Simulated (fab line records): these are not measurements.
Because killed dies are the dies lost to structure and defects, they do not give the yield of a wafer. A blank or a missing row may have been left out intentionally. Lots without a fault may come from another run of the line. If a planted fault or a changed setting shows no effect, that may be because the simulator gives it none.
A single fault, viewed from 2 desks	flow berkeley cmos170	each desk holds nothing but its own numbers, with what lay behind them at the end

AT THE METROLOGY DESK
What the gauges read, lot by lot, whatever tool the lot ran on: means of the sampled wafers that have a number. Any lot whose mean is over 4 standard deviations away from the usual mean is out of limits and marked OUT; that distance is given in the brackets.
Columns: A = cd nm at UCB170_V2_CD_MEAS_12, usual 700.4 nm
lot	first seen here	A
L112	day 7 01:26	700.7
L113	day 7 16:55	701.2
L118	day 8 07:32	699.9
L114	day 8 08:07	700.8
L117	day 8 08:08	701.6
L116	day 8 08:52	699.0
L120	day 8 13:14	697.9
L121	day 9 01:30	700.8
L125	day 10 10:43	701.6
L127	day 10 10:50	706.3 (+4.2) OUT
L126	day 10 11:03	716.2 (+11) OUT
L130	day 11 08:56	700.1
L131	day 11 18:29	699.7
L135	day 12 04:16	700.5
This desk's verdict: out of limits on L126, L127, starting with L127 at day 10 10:50 (cd nm at UCB170_V2_CD_MEAS_12). L112, L113, L118, L114, L117, L116, L120, L121, L125, L130, L131, L135: within limits.

TOOL OWNER'S DESK, krf scanner-01
The tool's own readings at UCB170_V2_EXPOSE_09 (exposes mask VIA2, target cd 700 nm): means of the sampled wafers that have a number, for each lot that ran on this tool. Any lot whose mean is over 4 standard deviations away from the usual mean is out of limits and marked OUT; that distance is given in the brackets.
Columns: A = exposure dose mJ cm2 at UCB170_V2_EXPOSE_09, usual 36.98
lot	first seen here	A
L112	day 7 01:02	36.97
L113	day 7 16:32	36.97
L117	day 8 07:22	37.00
L121	day 9 01:07	36.99
L127	day 10 10:12	36.21 (-20) OUT
L126	day 10 10:21	36.23 (-20) OUT
This desk's verdict: out of limits on L126, L127, starting with L127 at day 10 10:12 (exposure dose mJ cm2 at UCB170_V2_EXPOSE_09). L112, L113, L117, L121: within limits.

PUT TOGETHER
The tool owner's desk had the chance to raise an alarm at day 10 10:12 on L126, L127.
On L126, L127, the metrology desk was in a position to raise an alarm at day 10 10:50.
On krf scanner-01, each named lot ran UCB170_V2_EXPOSE_09.

WHAT THE SIMULATOR PUT IN
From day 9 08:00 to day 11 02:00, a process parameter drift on krf scanner-01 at UCB170_V2_EXPOSE_09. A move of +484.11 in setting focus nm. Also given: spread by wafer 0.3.
Shown lots that were struck: L126, L127.
Counting hours from when the fault started, the first reading out of limits came at 26 for the tool owner's desk and at 27 for the metrology desk.
